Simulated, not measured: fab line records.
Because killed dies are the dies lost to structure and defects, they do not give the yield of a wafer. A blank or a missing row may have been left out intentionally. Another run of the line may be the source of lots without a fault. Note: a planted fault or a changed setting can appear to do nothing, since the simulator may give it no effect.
fab line records + flow berkeleyCmos170
[record]
- lots = 14
- wafers = 42
- lastDay = 12
route steps=331 shown ACTIVE@66 M1@251 M2@286
lots that met no fault: from a run of the same line without faults
startH: hours from the record's opening day to when the first of the lot's shown wafers began + waitH: how many hours have passed since the lot's step before this one + " identical to the entry in the row above + L1.1+2: a single row standing in for several wafers + - no value, or no start was given + * or withheld: withheld + < > ~ a bound
route shown NAME@n: a module of which the file shows steps, and the number in the route of the first + usual: the fault-free wafers' mean and standard deviation + same: alike in all rows + chamber/n: place in a boat + sites: each site's reading + _std_site: the standard deviation of these + _edge_site: mean of outer sites minus mean of inner sites + radiusMm: for every site, how far away it sits from the centre of the wafer + mask NAME#n: copy n + behind: tool/chamber where the wafer was last shaped + hold: why the lot went on hold/how many hours it stayed there/how the hold came to an end + device: the transistor (n, p or np) that didn't switch + end of line: the tests these same wafers got at the end of their route + for a step that has no rows: nothing shown but its recipe + killed: at the first sort, the dies lost to defects and structure; wafer yield is something else + map: the dies of a wafer, with x for killed, . for not killed, _ for no die there
set.NAME: setting as actually run; set.NAME@STEP: the setting as run at that earlier step + model.NAME: the simulator's own value behind a step, which no gauge read
a sample of lots followed through the steps of the route, with each step as a table and each wafer as a row
services: when a tool's chamber went out of use (startH, in hours from the record's first day, below 0 if earlier), for how many hours, and the reason
[[steps]]
[step UCB170_ACTIVE_THK_MEAS_06]
[recipe]
- reads = Si3N4_of_ACTIVE_CVD_05
[usual]
- ACTIVE_NITRIDE_THK = 220.0/1.8
| lot.wafer | tool         | chamber | startH | waitH | ACTIVE_NITRIDE_THK[nm] |
|-----------|--------------|---------|--------|-------|------------------------|
| L597.1    | filmMetro-03 | -       | 87.49  | 0.1   | 220.8                  |
| L597.3    | "            | -       | "      | "     | 218.5                  |
| L597.4    | "            | -       | "      | "     | 218.9                  |
| L599.2    | filmMetro-04 | -       | 98.66  | 0.0   | 219.6                  |
| L599.5    | "            | -       | "      | "     | 218.8                  |
| L599.6    | "            | -       | "      | "     | 219.2                  |
| L598.4    | filmMetro-03 | -       | 98.68  | 0.0   | 221.4                  |
| L598.5    | "            | -       | "      | "     | 220.6                  |
| L598.6    | "            | -       | "      | "     | 220.7                  |
| L600.3    | filmMetro-01 | -       | 98.72  | 0.1   | 221.3                  |
| L600.5    | "            | -       | "      | "     | 221.5                  |
| L600.6    | "            | -       | "      | "     | 221.5                  |
| L601.1    | filmMetro-04 | -       | 107.18 | 0.0   | 220.7                  |
| L601.5    | "            | -       | "      | "     | 219.5                  |
| L601.6    | "            | -       | "      | "     | 219.4                  |
| L602.1    | filmMetro-03 | -       | 107.18 | 0.0   | 220.4                  |
| L602.3    | "            | -       | "      | "     | 220.2                  |
| L602.4    | "            | -       | "      | "     | 219.8                  |
| L603.3    | filmMetro-04 | -       | 128.87 | 0.0   | 219.4                  |
| L603.4    | "            | -       | "      | "     | 219.2                  |
| L603.6    | "            | -       | "      | "     | 219.7                  |
| L606.3    | filmMetro-03 | -       | 128.87 | 0.0   | 220.1                  |
| L606.5    | "            | -       | "      | "     | 219.2                  |
| L606.6    | "            | -       | "      | "     | 221.3                  |
| L607.1    | filmMetro-01 | -       | 136.05 | 0.0   | 218.0                  |
| L607.3    | "            | -       | "      | "     | 218.2                  |
| L607.6    | "            | -       | "      | "     | 217.5                  |
| L609.1    | filmMetro-03 | -       | 136.05 | 0.0   | 221.8                  |
| L609.2    | "            | -       | "      | "     | 220.9                  |
| L609.4    | "            | -       | "      | "     | 222.2                  |
| L608.2    | filmMetro-03 | -       | 136.12 | 0.1   | 220.1                  |
| L608.4    | "            | -       | "      | "     | 220.8                  |
| L608.5    | "            | -       | "      | "     | 221.8                  |
| L610.1    | filmMetro-04 | -       | 143.20 | 0.0   | 221.9                  |
| L610.3    | "            | -       | "      | "     | 221.6                  |
| L610.6    | "            | -       | "      | "     | 221.8                  |
| L616.3    | filmMetro-03 | -       | 184.15 | 0.0   | 218.2                  |
| L616.4    | "            | -       | "      | "     | 221.7                  |
| L616.5    | "            | -       | "      | "     | 219.5                  |
| L618.3    | filmMetro-04 | -       | 194.48 | 0.0   | 223.6                  |
| L618.4    | "            | -       | "      | "     | 222.1                  |
| L618.5    | "            | -       | "      | "     | 222.9                  |
[step UCB170_M1_STRIP_13]
[recipe]
- chemistry = O2
- powerW = 400
- pressureMtorr = 3500
- platenTempC = withheld
- o2FlowSccm = 400
- overashFraction = 0.5
[usual]
- drypumpMotorCurrentA = 5.7/0.45
- oesProductAu = 0.720/0.0048
| lot.wafer | tool           | chamber | startH | waitH | drypumpMotorCurrentA | oesProductAu | rfHoursCounterH |
|-----------|----------------|---------|--------|-------|----------------------|--------------|-----------------|
| L597.1    | plasmaAsher-02 | 1       | 163.31 | 0.1   | 6.6                  | 0.709        | 35              |
| L597.3    | "              | 0       | "      | "     | 4.8                  | 0.717        | -               |
| L597.4    | "              | 1       | "      | "     | 6.6                  | 0.722        | -               |
| L600.3    | plasmaAsher-04 | 1       | 184.55 | 0.1   | 5.6                  | 0.733        | -               |
| L600.5    | "              | 1       | "      | "     | 5.6                  | 0.715        | -               |
| L600.6    | "              | 0       | "      | "     | 5.6                  | 0.726        | -               |
| L602.1    | plasmaAsher-01 | 1       | 185.62 | 0.2   | 5.8                  | 0.717        | 8               |
| L602.3    | "              | 0       | "      | "     | 5.8                  | 0.717        | -               |
| L602.4    | "              | 1       | "      | "     | 5.8                  | 0.718        | -               |
| L599.2    | plasmaAsher-02 | 0       | 185.69 | 0.1   | 4.8                  | 0.721        | 37              |
| L599.5    | "              | 1       | "      | "     | 6.6                  | 0.719        | -               |
| L599.6    | "              | 0       | "      | "     | 4.8                  | 0.721        | -               |
| L601.1    | plasmaAsher-04 | 1       | 185.81 | 0.1   | 5.6                  | 0.723        | 48              |
| L601.5    | "              | 1       | "      | "     | 5.6                  | 0.720        | -               |
| L601.6    | "              | 0       | "      | "     | 5.6                  | 0.713        | -               |
| L598.4    | plasmaAsher-01 | 1       | 186.55 | 0.1   | 5.8                  | 0.718        | -               |
| L598.5    | "              | 1       | "      | "     | 5.8                  | 0.726        | -               |
| L598.6    | "              | 0       | "      | "     | 5.8                  | 0.714        | -               |
| L606.3    | plasmaAsher-01 | 0       | 209.16 | 0.1   | 5.8                  | 0.723        | -               |
| L606.5    | "              | 1       | "      | "     | 5.8                  | 0.726        | -               |
| L606.6    | "              | 0       | "      | "     | 5.8                  | 0.722        | -               |
| L603.3    | plasmaAsher-04 | 0       | 209.80 | 0.1   | 5.6                  | 0.726        | -               |
| L603.4    | "              | 1       | "      | "     | 5.6                  | 0.713        | -               |
| L603.6    | "              | 0       | "      | "     | 5.7                  | 0.718        | -               |
| L609.1    | plasmaAsher-04 | 1       | 217.14 | 0.1   | 5.6                  | 0.721        | 52              |
| L609.2    | "              | 0       | "      | "     | 5.6                  | 0.725        | 52              |
| L609.4    | "              | 0       | "      | "     | 5.6                  | 0.723        | -               |
| L608.2    | plasmaAsher-02 | 1       | 217.86 | 0.1   | 6.5                  | 0.721        | 41              |
| L608.4    | "              | 0       | "      | "     | 4.8                  | 0.714        | -               |
| L608.5    | "              | 0       | "      | "     | 4.8                  | 0.715        | -               |
| L607.1    | plasmaAsher-04 | 1       | 218.10 | 0.1   | 5.5                  | 0.717        | 52              |
| L607.3    | "              | 1       | "      | "     | 5.6                  | 0.720        | -               |
| L607.6    | "              | 1       | "      | "     | 5.5                  | 0.726        | -               |
| L610.1    | plasmaAsher-02 | 1       | 218.42 | 0.1   | 6.6                  | 0.715        | 41              |
| L610.3    | "              | 1       | "      | "     | 6.6                  | 0.712        | -               |
| L610.6    | "              | 0       | "      | "     | 4.8                  | 0.712        | -               |
| L616.3    | plasmaAsher-04 | 1       | 269.60 | 0.1   | 5.6                  | 0.720        | -               |
| L616.4    | "              | 0       | "      | "     | 5.6                  | 0.721        | -               |
| L616.5    | "              | 0       | "      | "     | 5.6                  | 0.719        | -               |
| L618.3    | plasmaAsher-01 | 1       | 280.69 | 0.1   | 5.8                  | 0.721        | -               |
| L618.4    | "              | 0       | "      | "     | 5.8                  | 0.722        | -               |
| L618.5    | "              | 0       | "      | "     | 5.8                  | 0.714        | -               |
[step UCB170_M2_CD_MEAS_15]
[recipe]
- targetCdNm = 700
[usual]
- cdNm = 699.9/1.5
| lot.wafer | tool     | chamber | startH | waitH | cdNm  |
|-----------|----------|---------|--------|-------|-------|
| L597.1    | cdSem-01 | -       | 175.61 | -     | 701.2 |
| L597.3    | "        | -       | "      | "     | 702.7 |
| L597.4    | "        | -       | "      | "     | 699.8 |
| L601.1    | cdSem-02 | -       | 195.39 | -     | 699.5 |
| L601.5    | "        | -       | "      | "     | 701.3 |
| L601.6    | "        | -       | "      | "     | 700.4 |
| L600.3    | cdSem-02 | -       | 196.38 | -     | 697.9 |
| L600.5    | "        | -       | "      | "     | 696.5 |
| L600.6    | "        | -       | "      | "     | 697.9 |
| L602.1    | cdSem-02 | -       | 196.56 | -     | 700.1 |
| L602.3    | "        | -       | "      | "     | 698.5 |
| L602.4    | "        | -       | "      | "     | 699.8 |
| L599.2    | cdSem-01 | -       | 196.59 | -     | 697.3 |
| L599.5    | "        | -       | "      | "     | 697.1 |
| L599.6    | "        | -       | "      | "     | 698.0 |
| L598.4    | cdSem-02 | -       | 196.74 | -     | 699.8 |
| L598.5    | "        | -       | "      | "     | 700.9 |
| L598.6    | "        | -       | "      | "     | 700.8 |
| L606.3    | cdSem-01 | -       | 217.30 | -     | 700.9 |
| L606.5    | "        | -       | "      | "     | 698.4 |
| L606.6    | "        | -       | "      | "     | 699.4 |
| L603.3    | cdSem-02 | -       | 218.01 | -     | 700.9 |
| L603.4    | "        | -       | "      | "     | 700.3 |
| L603.6    | "        | -       | "      | "     | 700.0 |
| L609.1    | cdSem-02 | -       | 225.41 | -     | 698.8 |
| L609.2    | "        | -       | "      | "     | 701.3 |
| L609.4    | "        | -       | "      | "     | 700.6 |
| L608.2    | cdSem-01 | -       | 225.44 | -     | 698.2 |
| L608.4    | "        | -       | "      | "     | 699.6 |
| L608.5    | "        | -       | "      | "     | 700.9 |
| L607.1    | cdSem-02 | -       | 225.65 | -     | 699.9 |
| L607.3    | "        | -       | "      | "     | 698.6 |
| L607.6    | "        | -       | "      | "     | 700.4 |
| L610.1    | cdSem-01 | -       | 225.89 | -     | 700.4 |
| L610.3    | "        | -       | "      | "     | 700.1 |
| L610.6    | "        | -       | "      | "     | 700.6 |
| L616.3    | cdSem-01 | -       | 277.13 | -     | 699.3 |
| L616.4    | "        | -       | "      | "     | 700.2 |
| L616.5    | "        | -       | "      | "     | 699.4 |
| L618.3    | cdSem-01 | -       | 289.35 | -     | 699.4 |
| L618.4    | "        | -       | "      | "     | 701.8 |
| L618.5    | "        | -       | "      | "     | 699.9 |
[step UCB170_M2_METAL_ETCH_18]
[recipe]
- chemistry = Cl2/BCl3
- target = Al
- stopOn = SiO2
- pressureMtorr = 12
- targetDepthA = 11700
- overEtchFrac = 0.3
- timeS = 195
- icpW = 600
- biasW = 120
- Cl2_flow_sccm = 90
- bcl3FlowSccm = 45
[usual]
- bcl3FlowSccm = 45.00/0.13
- drypumpMotorCurrentA = 5.8/0.64
- oesProductAu = 0.850/0.012
- overEtchFrac = 0.3/0
- rfFwdPowerW = 598.2/2.1
- throttleValvePct = 24.57/0.25
| lot.wafer | tool        | chamber | startH | waitH | bcl3FlowSccm | drypumpMotorCurrentA | oesProductAu | overEtchFrac | rfFwdPowerW | rfHoursCounterH | throttleValvePct |
|-----------|-------------|---------|--------|-------|--------------|----------------------|--------------|--------------|-------------|-----------------|------------------|
| L597.1    | rieMetal-03 | 1       | 175.81 | -     | 44.95        | 6.0                  | 0.872        | 0.3          | 598.4       | 9               | 24.71            |
| L597.3    | "           | 1       | "      | "     | 45.04        | 6.1                  | 0.858        | 0.3          | 600.1       | -               | 24.72            |
| L597.4    | "           | 1       | "      | "     | 44.94        | 6.0                  | 0.861        | 0.3          | 600.2       | -               | 24.70            |
| L601.1    | rieMetal-02 | 1       | 195.58 | -     | 45.14        | 5.0                  | 0.854        | 0.3          | 598.0       | 1               | 24.69            |
| L601.5    | "           | 1       | "      | "     | 45.01        | 4.9                  | 0.861        | 0.3          | 598.8       | -               | 24.71            |
| L601.6    | "           | 0       | "      | "     | 45.14        | 6.7                  | 0.852        | 0.3          | 597.3       | -               | 24.43            |
| L600.3    | rieMetal-01 | 1       | 196.60 | -     | 45.14        | 6.0                  | 0.864        | 0.3          | 602.0       | -               | 24.10            |
| L600.5    | "           | 1       | "      | "     | 44.94        | 6.0                  | 0.860        | 0.3          | 599.3       | -               | 24.09            |
| L600.6    | "           | 0       | "      | "     | 44.90        | 5.0                  | 0.838        | 0.3          | 595.5       | -               | 24.61            |
| L602.1    | rieMetal-03 | 0       | 196.76 | -     | 45.04        | 6.3                  | 0.847        | 0.3          | 596.3       | 6               | 24.86            |
| L602.3    | "           | 0       | "      | "     | 45.09        | 6.3                  | 0.844        | 0.3          | 596.6       | -               | 24.86            |
| L602.4    | "           | 1       | "      | "     | 44.95        | 6.1                  | 0.858        | 0.3          | 599.9       | -               | 24.72            |
| L599.2    | rieMetal-02 | 0       | 196.77 | -     | 44.77        | 6.6                  | 0.852        | 0.3          | 598.3       | 12              | 24.42            |
| L599.5    | "           | 1       | "      | "     | 45.37        | 5.0                  | 0.853        | 0.3          | 596.8       | -               | 24.72            |
| L599.6    | "           | 0       | "      | "     | 44.87        | 6.7                  | 0.862        | 0.3          | 599.3       | -               | 24.44            |
| L598.4    | rieMetal-01 | 0       | 196.94 | -     | 45.18        | 5.0                  | 0.838        | 0.3          | 597.5       | -               | 24.61            |
| L598.5    | "           | 1       | "      | "     | 45.11        | 6.0                  | 0.865        | 0.3          | 594.9       | -               | 24.07            |
| L598.6    | "           | 0       | "      | "     | 44.94        | 5.0                  | 0.854        | 0.3          | 600.3       | -               | 24.59            |
| L606.3    | rieMetal-02 | 1       | 217.54 | -     | 44.84        | 5.0                  | 0.854        | 0.3          | 597.8       | -               | 24.72            |
| L606.5    | "           | 1       | "      | "     | 44.90        | 5.0                  | 0.863        | 0.3          | 598.6       | -               | 24.71            |
| L606.6    | "           | 0       | "      | "     | 44.97        | 6.7                  | 0.856        | 0.3          | 598.6       | -               | 24.45            |
| L603.3    | rieMetal-03 | 0       | 218.23 | -     | 45.02        | 6.3                  | 0.842        | 0.3          | 595.6       | -               | 24.87            |
| L603.4    | "           | 1       | "      | "     | 45.06        | 6.1                  | 0.860        | 0.3          | 597.4       | -               | 24.73            |
| L603.6    | "           | 0       | "      | "     | 44.97        | 6.3                  | 0.828        | 0.3          | 596.7       | -               | 24.88            |
| L609.1    | rieMetal-03 | 1       | 225.60 | -     | 44.98        | 6.1                  | 0.856        | 0.3          | 599.3       | 10              | 24.70            |
| L609.2    | "           | 0       | "      | "     | 45.13        | 6.3                  | 0.823        | 0.3          | 596.3       | 7               | 24.89            |
| L609.4    | "           | 1       | "      | "     | 44.93        | 6.1                  | 0.857        | 0.3          | 599.1       | -               | 24.74            |
| L608.2    | rieMetal-01 | 1       | 225.62 | -     | 45.15        | 6.0                  | 0.868        | 0.3          | 596.3       | 14              | 24.09            |
| L608.4    | "           | 1       | "      | "     | 44.68        | 6.0                  | 0.877        | 0.3          | 595.9       | -               | 24.09            |
| L608.5    | "           | 0       | "      | "     | 44.99        | 5.0                  | 0.840        | 0.3          | 597.5       | -               | 24.60            |
| L607.1    | rieMetal-03 | 0       | 225.85 | -     | 44.87        | 6.3                  | 0.836        | 0.3          | 596.3       | 7               | 24.85            |
| L607.3    | "           | 1       | "      | "     | 45.00        | 6.1                  | 0.864        | 0.3          | 603.7       | -               | 24.72            |
| L607.6    | "           | 1       | "      | "     | 45.03        | 6.0                  | 0.858        | 0.3          | 598.6       | -               | 24.72            |
| L610.1    | rieMetal-01 | 0       | 226.09 | -     | 45.08        | 5.0                  | 0.830        | 0.3          | 596.9       | 6               | 24.62            |
| L610.3    | "           | 1       | "      | "     | 44.89        | 6.0                  | 0.854        | 0.3          | 595.8       | -               | 24.07            |
| L610.6    | "           | 0       | "      | "     | 45.06        | 5.0                  | 0.834        | 0.3          | 598.6       | -               | 24.62            |
| L616.3    | rieMetal-02 | 1       | 277.35 | -     | 44.84        | 5.0                  | 0.847        | 0.3          | 601.1       | -               | 24.72            |
| L616.4    | "           | 0       | "      | "     | 45.02        | 6.7                  | 0.786        | 0.42661      | 597.3       | -               | 24.43            |
| L616.5    | "           | 1       | "      | "     | 44.90        | 4.9                  | 0.840        | 0.3          | 598.3       | -               | 24.70            |
| L618.3    | rieMetal-02 | 1       | 289.57 | -     | 44.93        | 5.0                  | 0.854        | 0.3          | 601.4       | -               | 24.69            |
| L618.4    | "           | 0       | "      | "     | 44.86        | 6.7                  | 0.783        | 0.42661      | 598.0       | -               | 24.44            |
| L618.5    | "           | 1       | "      | "     | 45.04        | 5.0                  | 0.853        | 0.3          | 601.8       | -               | 24.71            |
[step UCB170_M2_STRIP_19]
[recipe]
- chemistry = O2
- powerW = 400
- pressureMtorr = 3500
- platenTempC = withheld
- o2FlowSccm = 400
- overashFraction = 0.5
[usual]
- drypumpMotorCurrentA = 5.69/0.18
- oesProductAu = 0.533/0.011
| lot.wafer | tool           | chamber | startH | waitH | drypumpMotorCurrentA | oesProductAu | rfHoursCounterH |
|-----------|----------------|---------|--------|-------|----------------------|--------------|-----------------|
| L597.1    | plasmaAsher-01 | 0       | 176.18 | 0.3   | 5.80                 | 0.534        | 7               |
| L597.3    | "              | 0       | "      | "     | 5.80                 | 0.535        | -               |
| L597.4    | "              | 1       | "      | "     | 5.77                 | 0.536        | -               |
| L601.1    | plasmaAsher-03 | 1       | 195.77 | 0.1   | 5.99                 | 0.554        | 46              |
| L601.5    | "              | 0       | "      | "     | 5.49                 | 0.550        | -               |
| L601.6    | "              | 1       | "      | "     | 6.02                 | 0.541        | -               |
| L600.3    | plasmaAsher-04 | 0       | 196.76 | 0.1   | 5.61                 | 0.528        | -               |
| L600.5    | "              | 0       | "      | "     | 5.64                 | 0.536        | -               |
| L600.6    | "              | 1       | "      | "     | 5.56                 | 0.536        | -               |
| L602.1    | plasmaAsher-01 | 0       | 196.95 | 0.1   | 5.81                 | 0.520        | 9               |
| L602.3    | "              | 0       | "      | "     | 5.78                 | 0.524        | -               |
| L602.4    | "              | 1       | "      | "     | 5.77                 | 0.538        | -               |
| L599.2    | plasmaAsher-03 | 1       | 196.95 | 0.1   | 6.04                 | 0.546        | 46              |
| L599.5    | "              | 1       | "      | "     | 6.03                 | 0.549        | -               |
| L599.6    | "              | 0       | "      | "     | 5.50                 | 0.543        | -               |
| L598.4    | plasmaAsher-01 | 0       | 197.10 | 0.1   | 5.78                 | 0.531        | -               |
| L598.5    | "              | 0       | "      | "     | 5.80                 | 0.528        | -               |
| L598.6    | "              | 1       | "      | "     | 5.78                 | 0.523        | -               |
| L606.3    | plasmaAsher-04 | 0       | 217.70 | 0.1   | 5.67                 | 0.551        | -               |
| L606.5    | "              | 1       | "      | "     | 5.55                 | 0.537        | -               |
| L606.6    | "              | 0       | "      | "     | 5.67                 | 0.538        | -               |
| L603.3    | plasmaAsher-03 | 0       | 218.39 | 0.1   | 5.45                 | 0.530        | -               |
| L603.4    | "              | 1       | "      | "     | 6.01                 | 0.533        | -               |
| L603.6    | "              | 1       | "      | "     | 6.01                 | 0.523        | -               |
| L609.1    | plasmaAsher-03 | 1       | 225.79 | 0.1   | 5.99                 | 0.554        | 49              |
| L609.2    | "              | 0       | "      | "     | 5.47                 | 0.529        | 49              |
| L609.4    | "              | 1       | "      | "     | 6.01                 | 0.548        | -               |
| L608.2    | plasmaAsher-01 | 0       | 225.81 | 0.1   | 5.79                 | 0.512        | 13              |
| L608.4    | "              | 1       | "      | "     | 5.79                 | 0.507        | -               |
| L608.5    | "              | 1       | "      | "     | 5.78                 | 0.529        | -               |
| L607.1    | plasmaAsher-04 | 0       | 226.03 | 0.1   | 5.64                 | 0.526        | 53              |
| L607.3    | "              | 0       | "      | "     | 5.66                 | 0.534        | -               |
| L607.6    | "              | 1       | "      | "     | 5.55                 | 0.537        | -               |
| L610.1    | plasmaAsher-03 | 1       | 226.27 | 0.1   | 6.02                 | 0.537        | 50              |
| L610.3    | "              | 1       | "      | "     | 6.02                 | 0.518        | -               |
| L610.6    | "              | 0       | "      | "     | 5.49                 | 0.530        | -               |
| L616.3    | plasmaAsher-04 | 0       | 277.51 | 0.1   | 5.64                 | 0.551        | -               |
| L616.4    | "              | 1       | "      | "     | 5.59                 | 0.466        | -               |
| L616.5    | "              | 1       | "      | "     | 5.59                 | 0.553        | -               |
| L618.3    | plasmaAsher-04 | 0       | 289.73 | 0.1   | 5.65                 | 0.541        | -               |
| L618.4    | "              | 1       | "      | "     | 5.59                 | 0.464        | -               |
| L618.5    | "              | 1       | "      | "     | 5.58                 | 0.547        | -               |
[[services]]
| tool        | chamber | startH | hours | kind          |
|-------------|---------|--------|-------|---------------|
| rieMetal-02 | 0       | 158.65 | 14.9  | repair        |
| rieMetal-01 | -       | 159.58 | 4.3   | pm            |
| rieMetal-03 | 0       | 169.12 | 11.0  | repair        |
| rieMetal-02 | -       | 200.76 | 0.2   | repair        |
| rieMetal-02 | -       | 221.35 | 15.6  | pm            |
| rieMetal-03 | -       | 232.68 | 2.8   | pm            |
| rieMetal-02 | 0       | 236.95 | -     | clean         |
| rieMetal-02 | 0       | 236.95 | 15.0  | scheduledDown |
| rieMetal-02 | 0       | 236.95 | 15.0  | ventCycle     |
[[key]]
[firstSign]
- step = UCB170_M2_METAL_ETCH_18
- reading = overEtchFrac
- direction = up
- sigmas = 99+
- usual = 0.3
- struck = 0.42661
[effect]
- step = UCB170_M2_METAL_ETCH_18
- reading = oesProductAu
- direction = down
- sigmas = 5.4
- usual = 0.850
- struck = 0.784
[effect]
- step = UCB170_M2_STRIP_19
- reading = oesProductAu
- direction = down
- sigmas = 6.2
- usual = 0.533
- struck = 0.465
metAt UCB170_M2_METAL_ETCH_18
struckLots L616,L618
struckWafers L616.4,L618.4
notActingAt UCB170_ACTIVE_THK_MEAS_06,UCB170_M1_STRIP_13,UCB170_M2_CD_MEAS_15
onsetBetween 217.54 277.35
[fault]
- kind = processParameterDrift
- tool = rieMetal-02
- chamber = 0
- onsetH = 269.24
- steps = UCB170_M2_METAL_ETCH_18
- channel = overEtchFrac
- offset = 0.12661
- shape = step
- endH = 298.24
- actsIn = theseRecipesOnly
- stated = 0.3
